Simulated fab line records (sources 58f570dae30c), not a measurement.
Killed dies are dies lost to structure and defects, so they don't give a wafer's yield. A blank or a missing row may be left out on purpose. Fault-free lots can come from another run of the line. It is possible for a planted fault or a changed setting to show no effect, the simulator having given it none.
Which tool was responsible? / flow berkeley_cmos170 / 14 lots, 42 wafers sampled, at 3 steps of a route of 331

WHAT THE GAUGES READ, wafer by wafer
UCB170_V2_CD_MEAS_90: target cd 700 nm.
lot=L865; measured=day 7 21:52; on=cd_sem-01; cd_nm (nm)=700.5 702.5 699.6
lot=L866; measured=day 8 08:59; on=cd_sem-02; cd_nm (nm)=701.2 703.1 704.0
lot=L867; measured=day 8 09:19; on=cd_sem-01; cd_nm (nm)=697.8 695.6 697.6
lot=L869; measured=day 8 13:31; on=cd_sem-02; cd_nm (nm)=703.3 702.1 703.1
lot=L868; measured=day 8 13:53; on=cd_sem-02; cd_nm (nm)=700.0 700.5 700.1
lot=L870; measured=day 8 14:08; on=cd_sem-01; cd_nm (nm)=699.6 699.5 698.4
lot=L871; measured=day 9 03:32; on=cd_sem-01; cd_nm (nm)=701.3 699.9 701.2
lot=L876; measured=day 10 10:42; on=cd_sem-01; cd_nm (nm)=698.9 700.3 701.0
lot=L877; measured=day 10 11:13; on=cd_sem-01; cd_nm (nm)=700.4 701.0 700.4
lot=L882; measured=day 11 21:31; on=cd_sem-02; cd_nm (nm)=701.5 700.2 700.0
lot=L884; measured=day 12 09:49; on=cd_sem-01; cd_nm (nm)=700.0 698.8 700.0
lot=L885; measured=day 12 10:17; on=cd_sem-01; cd_nm (nm)=697.4 696.8 698.3
lot=L886; measured=day 12 14:06; on=cd_sem-02; cd_nm (nm)=700.3 700.3 700.0
lot=L888; measured=day 12 20:41; on=cd_sem-01; cd_nm (nm)=701.4 700.8 699.9

TOOL THAT RAN EACH LOT (tool first, then ch and the chambers of the sampled wafers, then the start)
lot=L865; UCB170_M2_ETCH_17=rie_diel-03 ch 2,3, day 7 18:40; UCB170_V2_STRIP_15=plasma_asher-03 ch 1, day 7 21:45
lot=L866; UCB170_M2_ETCH_17=rie_diel-02 ch 1,3, day 8 06:08; UCB170_V2_STRIP_15=plasma_asher-01 ch 0,1, day 8 08:52
lot=L867; UCB170_M2_ETCH_17=rie_diel-01 ch 0,2,3, day 8 06:29; UCB170_V2_STRIP_15=plasma_asher-03 ch 0,1, day 8 09:12
lot=L869; UCB170_M2_ETCH_17=rie_diel-02 ch 0,1,3, day 8 10:53; UCB170_V2_STRIP_15=plasma_asher-03 ch 0,1, day 8 13:25
lot=L868; UCB170_M2_ETCH_17=rie_diel-03 ch 0,2, day 8 11:08; UCB170_V2_STRIP_15=plasma_asher-01 ch 0,1, day 8 13:46
lot=L870; UCB170_M2_ETCH_17=rie_diel-01 ch 1,2, day 8 11:23; UCB170_V2_STRIP_15=plasma_asher-04 ch 0,1, day 8 14:01
lot=L871; UCB170_M2_ETCH_17=rie_diel-01 ch 0,1,2, day 9 00:26; UCB170_V2_STRIP_15=plasma_asher-01 ch 0,1, day 9 03:23
lot=L876; UCB170_M2_ETCH_17=rie_diel-03 ch 0,2,3, day 10 07:25; UCB170_V2_STRIP_15=plasma_asher-03 ch 0,1, day 10 10:36
lot=L877; UCB170_M2_ETCH_17=rie_diel-02 ch 0,1, day 10 08:08; UCB170_V2_STRIP_15=plasma_asher-04 ch 0,1, day 10 11:05
lot=L882; UCB170_M2_ETCH_17=rie_diel-02 ch 1,2,3, day 11 17:49; UCB170_V2_STRIP_15=plasma_asher-01 ch 0,1, day 11 21:25
lot=L884; UCB170_M2_ETCH_17=rie_diel-01 ch 0,2,3, day 12 06:35; UCB170_V2_STRIP_15=plasma_asher-04 ch 0,1, day 12 09:43
lot=L885; UCB170_M2_ETCH_17=rie_diel-03 ch 0,1,3, day 12 07:17; UCB170_V2_STRIP_15=plasma_asher-04 ch 0,1, day 12 10:09
lot=L886; UCB170_M2_ETCH_17=rie_diel-03 ch 0,1,3, day 12 09:40; UCB170_V2_STRIP_15=plasma_asher-03 ch 0,1, day 12 13:59
lot=L888; UCB170_M2_ETCH_17=rie_diel-03 ch 0,1,2, day 12 17:32; UCB170_V2_STRIP_15=plasma_asher-03 ch 0,1, day 12 20:35
- UCB170_M2_ETCH_17: etches BARC in N2/H2.
- UCB170_V2_STRIP_15: strips in O2.

WHAT THE TOOLS THEMSELVES READ (means of the sampled wafers that have a number; where no wafer has one, the mark that the record gives instead)
UCB170_M2_ETCH_17.
lot=L865; tool=rie_diel-03; drypump_motor_current_A (A)=5.4; oes_product_au (a.u.)=1.026; throttle_valve_pct (%)=13.50
lot=L866; tool=rie_diel-02; drypump_motor_current_A (A)=5.9; oes_product_au (a.u.)=0.987; throttle_valve_pct (%)=13.35
lot=L867; tool=rie_diel-01; drypump_motor_current_A (A)=5.6; oes_product_au (a.u.)=1.006; throttle_valve_pct (%)=13.26
lot=L869; tool=rie_diel-02; drypump_motor_current_A (A)=5.5; oes_product_au (a.u.)=0.971; throttle_valve_pct (%)=13.43
lot=L868; tool=rie_diel-03; drypump_motor_current_A (A)=5.4; oes_product_au (a.u.)=0.979; throttle_valve_pct (%)=13.32
lot=L870; tool=rie_diel-01; drypump_motor_current_A (A)=5.2; oes_product_au (a.u.)=0.993; throttle_valve_pct (%)=13.15
lot=L871; tool=rie_diel-01; drypump_motor_current_A (A)=5.5; oes_product_au (a.u.)=0.992; throttle_valve_pct (%)=13.17
lot=L876; tool=rie_diel-03; drypump_motor_current_A (A)=5.4; oes_product_au (a.u.)=1.007; throttle_valve_pct (%)=13.40
lot=L877; tool=rie_diel-02; drypump_motor_current_A (A)=5.0; oes_product_au (a.u.)=0.969; throttle_valve_pct (%)=13.48
lot=L882; tool=rie_diel-02; drypump_motor_current_A (A)=5.6; oes_product_au (a.u.)=0.998; throttle_valve_pct (%)=13.35
lot=L884; tool=rie_diel-01; drypump_motor_current_A (A)=5.6; oes_product_au (a.u.)=0.994; throttle_valve_pct (%)=13.26
lot=L885; tool=rie_diel-03; drypump_motor_current_A (A)=5.2; oes_product_au (a.u.)=0.997; throttle_valve_pct (%)=13.23
lot=L886; tool=rie_diel-03; drypump_motor_current_A (A)=5.3; oes_product_au (a.u.)=1.003; throttle_valve_pct (%)=13.24
lot=L888; tool=rie_diel-03; drypump_motor_current_A (A)=5.1; oes_product_au (a.u.)=0.992; throttle_valve_pct (%)=13.23

UCB170_V2_STRIP_15.
lot=L865; tool=plasma_asher-03; drypump_motor_current_A (A)=6.2; o2_flow_sccm (sccm)=399.7; oes_product_au (a.u.)=0.718; strip_time_to_endpoint_s (s)=15.40
lot=L866; tool=plasma_asher-01; drypump_motor_current_A (A)=6.1; o2_flow_sccm (sccm)=399.9; oes_product_au (a.u.)=0.723; strip_time_to_endpoint_s (s)=15.54
lot=L867; tool=plasma_asher-03; drypump_motor_current_A (A)=5.4; o2_flow_sccm (sccm)=399.7; oes_product_au (a.u.)=0.724; strip_time_to_endpoint_s (s)=15.32
lot=L869; tool=plasma_asher-03; drypump_motor_current_A (A)=5.8; o2_flow_sccm (sccm)=400.3; oes_product_au (a.u.)=0.722; strip_time_to_endpoint_s (s)=15.28
lot=L868; tool=plasma_asher-01; drypump_motor_current_A (A)=6.1; o2_flow_sccm (sccm)=401.1; oes_product_au (a.u.)=0.718; strip_time_to_endpoint_s (s)=15.37
lot=L870; tool=plasma_asher-04; drypump_motor_current_A (A)=5.5; o2_flow_sccm (sccm)=399.3; oes_product_au (a.u.)=0.720; strip_time_to_endpoint_s (s)=15.43
lot=L871; tool=plasma_asher-01; drypump_motor_current_A (A)=6.1; o2_flow_sccm (sccm)=399.6; oes_product_au (a.u.)=0.717; strip_time_to_endpoint_s (s)=15.37
lot=L876; tool=plasma_asher-03; drypump_motor_current_A (A)=5.8; o2_flow_sccm (sccm)=401.3; oes_product_au (a.u.)=0.720; strip_time_to_endpoint_s (s)=15.46
lot=L877; tool=plasma_asher-04; drypump_motor_current_A (A)=5.4; o2_flow_sccm (sccm)=399.7; oes_product_au (a.u.)=0.721; strip_time_to_endpoint_s (s)=15.27
lot=L882; tool=plasma_asher-01; drypump_motor_current_A (A)=6.1; o2_flow_sccm (sccm)=400.8; oes_product_au (a.u.)=0.724; strip_time_to_endpoint_s (s)=15.36
lot=L884; tool=plasma_asher-04; drypump_motor_current_A (A)=5.4; o2_flow_sccm (sccm)=399.7; oes_product_au (a.u.)=0.724; strip_time_to_endpoint_s (s)=15.25
lot=L885; tool=plasma_asher-04; drypump_motor_current_A (A)=5.5; o2_flow_sccm (sccm)=400.1; oes_product_au (a.u.)=0.723; strip_time_to_endpoint_s (s)=15.43
lot=L886; tool=plasma_asher-03; drypump_motor_current_A (A)=5.8; o2_flow_sccm (sccm)=400.7; oes_product_au (a.u.)=0.725; strip_time_to_endpoint_s (s)=15.29
lot=L888; tool=plasma_asher-03; drypump_motor_current_A (A)=5.8; o2_flow_sccm (sccm)=400.7; oes_product_au (a.u.)=0.720; strip_time_to_endpoint_s (s)=15.28

THE ANSWER, worked out from the rows above alone
Rule: the usual values come from the lots themselves. The widest of any qualifying gaps counts: lots, ordered by their means at a reading, are off when they make up no more than a third of the lots, leave a main group of 4 or more, and stand apart from it by 3 or more times the standard deviation of that group's means. Not used: any main group whose means are identical at the precision the tables above print for the reading. Also off: a lot with no number at a reading for which 4 or more lots have one. Any other lot the step has rows for is counted as sound. The gauges are gone through in route order, then the tools' own readings, and for those a lot's mean is taken as printed above. The first step at which some lot is off is used, and at that step the reading that is off furthest; a lot without a number counts as furthest.
Nothing can be told from this: no lot is off at any reading shown.

WHAT WAS PUT IN BY THE SIMULATOR
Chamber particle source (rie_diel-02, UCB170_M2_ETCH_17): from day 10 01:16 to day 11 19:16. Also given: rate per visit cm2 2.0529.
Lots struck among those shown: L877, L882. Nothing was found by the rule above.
